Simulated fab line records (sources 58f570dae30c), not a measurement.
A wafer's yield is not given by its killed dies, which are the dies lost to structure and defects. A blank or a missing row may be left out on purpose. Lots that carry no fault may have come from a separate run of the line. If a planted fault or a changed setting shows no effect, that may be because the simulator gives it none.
One fault through the eyes of 2 desks / flow berkeley cmos170 / every desk sees just its own numbers, and what lay behind them comes last

== TOOL OWNER'S DESK, litho track-03 ==
The tool's own readings at UCB170_V1_COAT_07 (resist thk 900 nm): means of the sampled wafers that have a number, for each lot that ran on this tool. If a lot's mean is further than 4 standard deviations from the usual mean, the lot is out of limits and carries the mark OUT (the distance appears in the brackets).
Columns: A = spin speed rpm at UCB170_V1_COAT_07, usual 1499.8 rpm
lot=L737; first seen here=day 7 15:10; A=1500.2
lot=L743; first seen here=day 8 22:57; A=1498.8
lot=L749; first seen here=day 10 05:29; A=1499.9
lot=L757; first seen here=day 11 04:56; A=1336.1 (-99 or more) OUT
lot=L759; first seen here=day 11 20:14; A=1337.3 (-99 or more) OUT
This desk's verdict: out of limits on L757, L759, starting with L757 at day 11 04:56 (spin speed rpm at UCB170_V1_COAT_07). L737, L743, L749: within limits.

== THE METROLOGY DESK ==
What the gauges read, lot by lot, whatever tool the lot ran on: means of the sampled wafers that have a number. If a lot's mean is further than 4 standard deviations from the usual mean, the lot is out of limits and carries the mark OUT (the distance appears in the brackets).
Columns: A = NSD_RS at UCB170_SDANNEAL_RS_MEAS_03, usual 37.67 ohm/sq; B = M1_AL_THK at UCB170_M1_THK_MEAS_02, usual 635 nm
lot=L738; first seen here=day 7 01:01; A=37.82; B=638
lot=L737; first seen here=day 7 01:19; A=37.73; B=636
lot=L740; first seen here=day 7 14:23; A=37.84; B=638
lot=L741; first seen here=day 7 21:20; A=37.59; B=641
lot=L742; first seen here=day 7 21:40; A=37.65; B=640
lot=L743; first seen here=day 8 06:16; A=37.61; B=625
lot=L745; first seen here=day 8 13:39; A=37.63; B=632
lot=L747; first seen here=day 9 04:19; A=37.60; B=636
lot=L750; first seen here=day 9 12:58; A=37.61; B=636
lot=L749; first seen here=day 9 13:02; A=37.71; B=635
lot=L751; first seen here=day 9 13:05; A=37.76; B=640
lot=L757; first seen here=day 10 13:13; A=37.51; B=635
lot=L759; first seen here=day 11 07:10; A=37.69; B=634
lot=L760; first seen here=day 11 10:26; A=37.60; B=632
This desk's verdict: no lot among the 14 shows anything out of limits.

== BROUGHT TOGETHER ==
At day 11 04:56, on L757, L759, the tool owner's desk was in a position to raise an alarm.
Metrology desk: nothing out of limits seen.
The metrology desk holds a record of L757, L759, inside its limits.
UCB170_V1_COAT_07 was run on litho track-03 by each of the lots named.

== WHAT THE SIMULATOR PUT IN ==
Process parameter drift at UCB170_V1_COAT_07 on litho track-03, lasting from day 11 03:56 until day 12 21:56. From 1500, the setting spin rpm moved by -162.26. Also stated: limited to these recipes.
Shown lots that were struck: L757, L759.
Time in hours from fault onset to the first out-of-limits reading at each desk: the tool owner's desk, 1.
